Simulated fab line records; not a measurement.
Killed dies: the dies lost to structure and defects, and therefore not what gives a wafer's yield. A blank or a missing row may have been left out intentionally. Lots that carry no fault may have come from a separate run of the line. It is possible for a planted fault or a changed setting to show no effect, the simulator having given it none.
What tool caused it? ; flow ritCmos ; 15 lots, 45 wafers sampled, at 1 step of a route of 202

== WHAT THE GAUGES SHOWED, per wafer ==
Not one reading of a measure or inspect step in the record can be checked against a usual standard deviation.

== TOOL THAT RAN EACH LOT (tool first, then ch and the chambers of the sampled wafers, then the start) ==
lot;RIT_SPACER_ETCHBACK_05
L234;rieDiel-04 ch 0,1,3, day 2 22:05
L235;rieDiel-03 ch 0,1,3, day 3 03:27
L237;rieDiel-02 ch 0,1,2, day 3 12:31
L238;rieDiel-02 ch 1,2,3, day 3 17:50
L240;rieDiel-03 ch 0,2, day 4 05:04
L241;rieDiel-02 ch 1,2,3, day 4 09:23
L242;rieDiel-02 ch 0,3, day 4 15:56
L243;rieDiel-03 ch 0,1,2, day 4 18:06
L245;rieDiel-02 ch 0,1,3, day 5 05:28
L246;rieDiel-03 ch 1,3, day 5 11:26
L247;rieDiel-03 ch 0,1,3, day 5 19:52
L250;rieDiel-03 ch 0,3, day 6 08:44
L251;rieDiel-03 ch 2,3, day 6 14:54
L252;rieDiel-02 ch 1,2, day 6 18:42
L253;rieDiel-03 ch 2,3, day 6 23:42
- RIT_SPACER_ETCHBACK_05: etches Si3N4 in SF6/CHF3, stops on SiO2, target depth 250 nm, time 240 s.

== WHAT THE TOOLS THEMSELVES READ (means of the sampled wafers that have a number; where no wafer has one, the mark that the record gives instead) ==
RIT_SPACER_ETCHBACK_05.
lot;tool;CHF3_flow_sccm (sccm);SF6_flow_sccm (sccm);drypumpMotorCurrentA (A);oesProductAu (a.u.);throttleValvePct (%)
L234;rieDiel-04;30.01;30.00;5.5;0.848;10.27
L235;rieDiel-03;30.06;30.05;5.7;0.856;10.13
L237;rieDiel-02;29.98;29.98;5.7;0.849;10.28
L238;rieDiel-02;30.08;30.05;5.6;0.829;10.31
L240;rieDiel-03;30.05;29.87;5.5;0.854;10.06
L241;rieDiel-02;30.03;29.97;5.6;0.828;10.30
L242;rieDiel-02;30.00;30.01;5.9;0.823;10.58
L243;rieDiel-03;30.01;30.03;5.7;0.861;10.04
L245;rieDiel-02;29.97;29.90;5.7;0.838;10.42
L246;rieDiel-03;30.03;30.09;5.8;0.848;10.10
L247;rieDiel-03;29.97;29.94;5.7;0.857;10.13
L250;rieDiel-03;30.08;30.03;5.4;0.856;10.22
L251;rieDiel-03;-;-;-;-;-
L252;rieDiel-02;-;-;-;-;-
L253;rieDiel-03;-;-;-;-;-

== THE ANSWER, worked out from the rows above alone ==
Rule: the lots themselves supply what counts as usual. The widest of any qualifying gaps counts: lots, ordered by their means at a reading, are off when they make up no more than a third of the lots, leave a main group of 4 or more, and stand apart from it by 3 or more times the standard deviation of that group's means. A main group is skipped when, at the precision printed for the reading in the tables above, its means are all equal. A lot without any number at a reading at which 4 lots or more have one is off too. Where the step has rows for the other lots, those lots are counted as sound. First the gauges in route order, then the tools' own readings, where a lot's mean is used as printed above. At the first step where some lot is off, the reading lying furthest off is the one used; lots without a number count as furthest.
Off: L251, L252, L253, at RIT_SPACER_ETCHBACK_05 (CHF3_flow_sccm). Without a number there: L251, L252, L253. For the main group the mean is 30.02 sccm and the standard deviation 0.038.
If a tool, at that step or one of the process steps before it, ran each lot that is off and ran no sound lot following the first of them, it fits. No candidate that was tried fits.

== WHAT THE SIMULATOR HAD PUT IN ==
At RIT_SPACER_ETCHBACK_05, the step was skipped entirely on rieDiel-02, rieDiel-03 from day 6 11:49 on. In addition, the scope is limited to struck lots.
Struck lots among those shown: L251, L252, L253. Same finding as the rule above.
